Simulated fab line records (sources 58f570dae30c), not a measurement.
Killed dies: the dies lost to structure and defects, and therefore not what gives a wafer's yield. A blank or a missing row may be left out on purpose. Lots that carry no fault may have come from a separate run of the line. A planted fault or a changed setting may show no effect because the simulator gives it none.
Code-filled problem report in 8D (eight disciplines) form | flow berkeleyCmos170 | the parts of the form that need people (team, actions taken, sign-off) are left out

## 1. THE ISSUE
tubeCenterTempC at UCB170_WELLDRIVE_ANNEAL_03 reads a mean of 1120 C on 6 wafers of 2 lots; wafers without a fault read 1100 C with a standard deviation of 0.093. So: +99 or more standard deviations from the usual mean.
The step: time 900 s.
The first sign was on wafer L169.2 at day 6 11:42, on furnace-04. The record holds 42 wafers of 14 lots with a number at this step. The rule behind "out" and "out of limits": a value lying over 4 standard deviations away from the usual mean. Any other wafer with a number is counted as sound.

## 2. WHAT THIS IS AND IS NOT
question                    | is                                                                                    | is not
which readings at this step | tubeCenterTempC, spikeTcCentreC, spikeTcLoadC, spikeTcSourceC, tube_center_temp_C_max | -
which lots                  | L169, L170                                                                            | L158, L160, L161, L162, L163, L166, L167, L168, L178, L179, L180, L181
which wafers of those lots  | all that have a number                                                                | -
read on which tools         | furnace-04                                                                            | furnace-01, furnace-02
when                        | from day 6 11:42                                                                      | up to then (24 sound wafers); but 12 sound wafers of L178, L179, L180, L181 came after

## 3. THE SUSPECTS, EACH WITH WHAT RULES IT OUT
Counting: any tool at a process step up to the reading is kept as a suspect provided that every lot that is out went through it and no sound lot did after the first of them.
- plasmaAsher-01 at UCB170_ZERO_STRIP_07 (strips in O2): ruled out as a lasting fault. After its first lot that is out, L169 (day 4 04:34), sound lots L181 ran on it.
- furnace-04 at UCB170_WELLDRIVE_ANNEAL_03 (time 900 s): kept. Every lot that is out went through it, starting with L169 (day 6 11:42), and after that it ran no sound lot; the last sound lot it ran before then is L167 (day 6 03:02). Out on those wafers are its own readings of spikeTcCentreC, spikeTcLoadC, spikeTcSourceC, tubeCenterTempC, tube_center_temp_C_max.
Remaining after the count: furnace-04 at UCB170_WELLDRIVE_ANNEAL_03.

## 4. THE CAUSE (what the simulator had put in)
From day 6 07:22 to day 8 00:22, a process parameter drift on furnace-04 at UCB170_WELLDRIVE_ANNEAL_03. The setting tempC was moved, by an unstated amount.
This tool alone remained once counting was done.

## 5. THE CHAIN OF EFFECTS, in route order
Each row: a reading whose mean over the struck wafers that have a number lies more than 3 standard deviations from the usual. Readings are gone through only where the record gives a usual standard deviation; hours: the median, over the lots, of the time from a lot's start at the first step in this table giving one to that lot's start at this step; sigmas: the change measured in usual standard deviations.
hours | step                       | reading                | usual    | on struck wafers | change | sigmas
0     | UCB170_WELLDRIVE_ANNEAL_03 | spikeTcCentreC         | 1103.1 C | 1121.3           | +18.2  | +13
0     | UCB170_WELLDRIVE_ANNEAL_03 | spikeTcLoadC           | 1131 C   | 1146             | +15    | +4.7
0     | UCB170_WELLDRIVE_ANNEAL_03 | spikeTcSourceC         | 1127.6 C | 1145.8           | +18.2  | +7.0
0     | UCB170_WELLDRIVE_ANNEAL_03 | tubeCenterTempC        | 1100 C   | 1120             | +20    | +99 or more
0     | UCB170_WELLDRIVE_ANNEAL_03 | tube_center_temp_C_max | 1102.8   | 1122.6           | +19.8  | +42
Here are the process steps it includes:
- UCB170_WELLDRIVE_ANNEAL_03: time 900 s.

## 6. WHAT WOULD HAVE CAUGHT IT SOONER
First out-of-limits reading in this record: day 6 11:42, which is 4 hours after fault onset at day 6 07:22.
